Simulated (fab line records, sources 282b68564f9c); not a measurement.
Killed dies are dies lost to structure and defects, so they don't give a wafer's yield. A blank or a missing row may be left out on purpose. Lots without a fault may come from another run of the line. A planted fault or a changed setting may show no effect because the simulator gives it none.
Split-lot experiment | flow rit_cmos | 5 lots, 23 wafers read, on a route of 202 steps

THE SPLIT
At RIT_CONTACT_COAT_03 (resist thk 1000 nm), the setting resist_thk_nm was moved away from the recipe's 1000 nm on 8 of the 23 wafers read, by -3.7% to +6.0%. The other wafers ran this setting at the recipe's value.

FROM THE SPLIT TO THE READING: what the file shows between them, 4 steps
- RIT_CONTACT_EXPOSE_05: exposes mask M11, target cd 1000 nm (also split here: dose_mj)
- RIT_CONTACT_PEB_06
- RIT_CONTACT_DEVELOP_07: develop time 120 s
- RIT_CONTACT_CD_MEAS_08: target cd 1000 nm

THE READING
NOVOLAK_of_CONTACT_COAT_03.thk_nm (the simulator's own value, which no gauge read), in nm, at RIT_CONTACT_HARDBAKE_10 (time 60 s). The file gives no usual value for it. The 15 wafers here that ran the recipe average 883.7 nm, standard deviation 1.9 nm.

wafer  | tool, chamber at the split | resist_thk_nm as run, nm | against the recipe | NOVOLAK_of_CONTACT_COAT_03.thk_nm, nm | against lot-mates on the recipe
L077.1 | litho_track-02, 0          | 1000                     | recipe             | 884.9                                 | -
L077.3 | litho_track-02, 0          | 1060                     | +6.0%              | 938.7                                 | +52.9
L077.4 | litho_track-02, 0          | 1000                     | recipe             | 887.7                                 | -
L077.5 | litho_track-02, 0          | 1060                     | +6.0%              | 936.9                                 | +51.1
L077.6 | litho_track-02, 0          | 1000                     | recipe             | 884.7                                 | -
L080.1 | litho_track-04, 0          | 1000                     | recipe             | 881.4                                 | -
L080.2 | litho_track-04, 0          | 1000                     | recipe             | 882.2                                 | -
L080.4 | litho_track-04, 0          | 1000                     | recipe             | 879.4                                 | -
L080.5 | litho_track-04, 0          | 963.3                    | -3.7%              | 845.5                                 | -35.5
L080.6 | litho_track-04, 0          | 963.3                    | -3.7%              | 848.4                                 | -32.6
L082.1 | litho_track-02, 0          | 1000                     | recipe             | 883.5                                 | -
L082.3 | litho_track-02, 0          | 1000                     | recipe             | 885                                   | -
L082.6 | litho_track-02, 0          | 1000                     | recipe             | 884.8                                 | -
L084.1 | litho_track-03, 0          | 1000                     | recipe             | 881.9                                 | -
L084.2 | litho_track-03, 0          | 1046                     | +4.6%              | 921.5                                 | +38.6
L084.3 | litho_track-03, 0          | 1000                     | recipe             | 883.2                                 | -
L084.4 | litho_track-03, 0          | 1046                     | +4.6%              | 924.7                                 | +41.8
L084.6 | litho_track-03, 0          | 1000                     | recipe             | 883.7                                 | -
L085.1 | litho_track-03, 0          | 1000                     | recipe             | 883.3                                 | -
L085.3 | litho_track-03, 0          | 1000                     | recipe             | 885.1                                 | -
L085.4 | litho_track-03, 0          | 1054                     | +5.4%              | 932.9                                 | +48.6
L085.5 | litho_track-03, 0          | 1054                     | +5.4%              | 932                                   | +47.7
L085.6 | litho_track-03, 0          | 1000                     | recipe             | 884.5                                 | -

THE FIT
A straight line over all 23 wafers: NOVOLAK_of_CONTACT_COAT_03.thk_nm changes by +9.14 nm for each +1% of resist_thk_nm; r = +1.00; the points scatter about the line by 2.1 nm.
The same after taking each lot's own level away (the mean of its wafers on the recipe; 23 wafers): +8.87 nm for each +1%; r = +1.00; scatter 1.2 nm.
On that fit, the largest move of resist_thk_nm shifts the reading by 53 nm.
The lots' own levels span 881.00 to 885.77 nm, that is 2.5 times the standard deviation above.
So the lot-to-lot level changes the slope little: the two slopes agree.
Check: with one of the wafers moved furthest among these (+6.0%) left out of the fit, the line predicts +53 nm for it against its lot-mates. It came out at +52.9 nm against them.

OTHER SPLITS ON THESE WAFERS
These wafers also went through other splits before the reading. Each is held against what the fit with the lots' levels taken away leaves over:
other split on the same wafers  | wafers away from the commonest value | r with NOVOLAK_of_CONTACT_COAT_03.thk_nm (lot level and that fit taken away)
RIT_PSD_IMPLANT_08 dose_cm2     | 7                                    | +0.16
RIT_SILICIDE_SPUTTER_01 power_w | 6                                    | -0.06
RIT_CONTACT_EXPOSE_05 dose_mj   | 8                                    | -0.24

THE WHOLE CHAIN: every reading that the file lists as answering this split, in the file's order
step                    | what it does       | reading                                                                            | change (the file's fit)              | r (the file's)
RIT_CONTACT_COAT_03     | resist thk 1000 nm | NOVOLAK_of_CONTACT_COAT_03.thk_nm (the simulator's own value, which no gauge read) | +10.1 nm for each +1% of the setting | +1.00
RIT_CONTACT_HARDBAKE_10 | time 60 s          | NOVOLAK_of_CONTACT_COAT_03.thk_nm (the simulator's own value, which no gauge read) | +8.84 nm for each +1% of the setting | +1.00

THE FILE'S OWN FIT
NOVOLAK_of_CONTACT_COAT_03.thk_nm changes by +8.84 nm for each +1% of resist_thk_nm, r = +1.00.
